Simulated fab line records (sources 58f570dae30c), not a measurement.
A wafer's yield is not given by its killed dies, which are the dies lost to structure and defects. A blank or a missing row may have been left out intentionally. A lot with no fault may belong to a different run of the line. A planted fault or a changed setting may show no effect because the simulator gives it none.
Which tool was responsible? :: flow berkeley-cmos170 :: 7 lots, 21 wafers sampled, at 2 steps of a route of 331

WHAT THE GAUGES SHOWED, per wafer
UCB170_SDANNEAL_RS_MEAS_04: a four-point-probe measurement.
lot: L879
measured: day 8 15:53
on: film-metro-03
PLDD_RS (ohm/sq): 1031.2 1034.0 1030.5

lot: L881
measured: day 9 13:59
on: film-metro-03
PLDD_RS (ohm/sq): 1029.7 1028.4 1029.7

lot: L884
measured: day 9 13:02
on: film-metro-02
PLDD_RS (ohm/sq): 1033.5 1033.7 1036.0

lot: L886
measured: day 9 13:39
on: film-metro-01
PLDD_RS (ohm/sq): 1028.7 1030.8 1032.3

lot: L889
measured: day 10 09:21
on: film-metro-03
PLDD_RS (ohm/sq): 899.8 897.8 897.2 899.3 897.2 894.5

lot: L893
measured: day 11 00:23
on: film-metro-01
PLDD_RS (ohm/sq): 1032.3 1032.7 1031.3

lot: L897
measured: day 11 16:53
on: film-metro-01
PLDD_RS (ohm/sq): 1033.3 1031.8 1029.7

TOOL THAT RAN EACH LOT (tool first, then ch and the chambers of the sampled wafers, then the start)
lot: L879
UCB170_SPACER_ANNEAL_02: furnace-01 ch 0, day 8 09:55

lot: L881
UCB170_SPACER_ANNEAL_02: furnace-02 ch 0, day 9 05:07

lot: L884
UCB170_SPACER_ANNEAL_02: furnace-02 ch 0, day 9 05:07

lot: L886
UCB170_SPACER_ANNEAL_02: furnace-02 ch 0, day 9 05:07

lot: L889
UCB170_SPACER_ANNEAL_02: furnace-02 ch 0, day 10 02:41

lot: L893
UCB170_SPACER_ANNEAL_02: furnace-04 ch 0, day 10 13:14

lot: L897
UCB170_SPACER_ANNEAL_02: furnace-04 ch 0, day 11 09:05
- UCB170_SPACER_ANNEAL_02: time 1800 s.

THE ANSWER, worked out from the rows above alone
Rule: the lots themselves supply what counts as usual. Put in order of their means at a reading, lots are off if they are a third of the lots or fewer, leave a main group of 4 or more, and stand apart from it by a gap of 3 or more times the standard deviation of the main group's means; of several such gaps the widest counts. A main group is skipped when, at the precision printed for the reading in the tables above, its means are all equal. Also off: a lot with no number at a reading for which 4 or more lots have one. Any other lot the step has rows for is counted as sound.
Off: L889, seen at UCB170_SDANNEAL_RS_MEAS_04 (PLDD_RS). For the main group the mean is 1031.6 ohm/sq and the standard deviation 1.6.
If a tool, at a process step before that reading, ran all the lots that are off and no sound lot after the first of them, it fits. Those tools and the gauges at UCB170_SDANNEAL_RS_MEAS_04 are tried in the same way. 2 tools fit, furnace-02 at UCB170_SPACER_ANNEAL_02 and film-metro-03 at UCB170_SDANNEAL_RS_MEAS_04, so this cannot tell which one it is.

WHAT WAS PUT IN BY THE SIMULATOR
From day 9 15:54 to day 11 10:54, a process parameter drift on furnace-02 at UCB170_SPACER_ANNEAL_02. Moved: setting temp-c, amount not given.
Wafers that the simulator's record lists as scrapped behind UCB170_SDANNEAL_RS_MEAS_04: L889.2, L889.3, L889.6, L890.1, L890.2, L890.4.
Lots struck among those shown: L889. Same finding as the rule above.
